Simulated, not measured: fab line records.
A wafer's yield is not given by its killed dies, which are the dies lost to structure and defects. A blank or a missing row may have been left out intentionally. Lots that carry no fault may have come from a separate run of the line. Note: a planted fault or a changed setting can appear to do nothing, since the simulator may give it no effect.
2 desks, one fault | flow berkeleyCmos170 | every desk sees just its own numbers, and what lay behind them comes last

## THE METROLOGY DESK
Lot by lot, what the gauges showed, no matter which tool ran the lot: averages of those sampled wafers that carry a number. Any lot whose mean is over 4 standard deviations away from the usual mean is out of limits and marked OUT; that distance is given in the brackets.
Columns: A = PWELL_OXIDE_THK at UCB170_PWELL_THK_MEAS_03, usual 26.5 nm; B = PWELL_NITRIDE_THK at UCB170_PWELL_THK_MEAS_06, usual 219.1 nm; C = PWELL_OVL at UCB170_PWELL_OVL_MEAS_13, usual 3 nm
lot  | first seen here | A    | B     | C
L105 | day 3 02:36     | 26.4 | 219.7 | 6
L112 | day 4 18:07     | 27.3 | 223.7 | -3
L114 | day 5 09:29     | 26.3 | 219.5 | 7
L116 | day 5 15:14     | 26.7 | 221.4 | 4
L120 | day 6 15:55     | 26.1 | 218.6 | 10
L121 | day 6 15:55     | 26.4 | 217.4 | -4
This desk found nothing out of limits on any of the 6 lots.

## FOR THE TOOL OWNER'S DESK: implanter-03
The tool's own readings at UCB170_PWELL_IMPLANT_15: means of the sampled wafers that have a number, for each lot that ran on this tool. Any lot whose mean is over 4 standard deviations away from the usual mean is out of limits and marked OUT; that distance is given in the brackets.
Columns: A = beamEnergyKeV at UCB170_PWELL_IMPLANT_15, usual 60.002
lot  | first seen here | A
L105 | day 3 10:24     | 59.997
L112 | day 5 03:31     | 60.016
L114 | day 5 18:38     | 63.572 (+99 or more) OUT
L116 | day 6 01:19     | 63.580 (+99 or more) OUT
Finding of this desk: L114, L116 out of limits; the first was L114 at day 5 18:38, on beamEnergyKeV at UCB170_PWELL_IMPLANT_15. Within limits: L105, L112.

## TAKEN TOGETHER
The tool owner's desk had the chance to raise an alarm at day 5 18:38 on L114, L116.
From the metrology desk's view, nothing was out of limits.
The metrology desk has L114, L116 on record, within its limits.
UCB170_PWELL_IMPLANT_15 was run on implanter-03 by each of the lots named.

## WHAT HAD BEEN PUT IN BY THE SIMULATOR
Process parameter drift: implanter-03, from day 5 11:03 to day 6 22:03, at UCB170_PWELL_IMPLANT_15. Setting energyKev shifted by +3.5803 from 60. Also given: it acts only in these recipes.
Struck lots among those shown: L114, L116.
Each desk's first reading out of limits, in hours after the fault started: the tool owner's desk, 8.
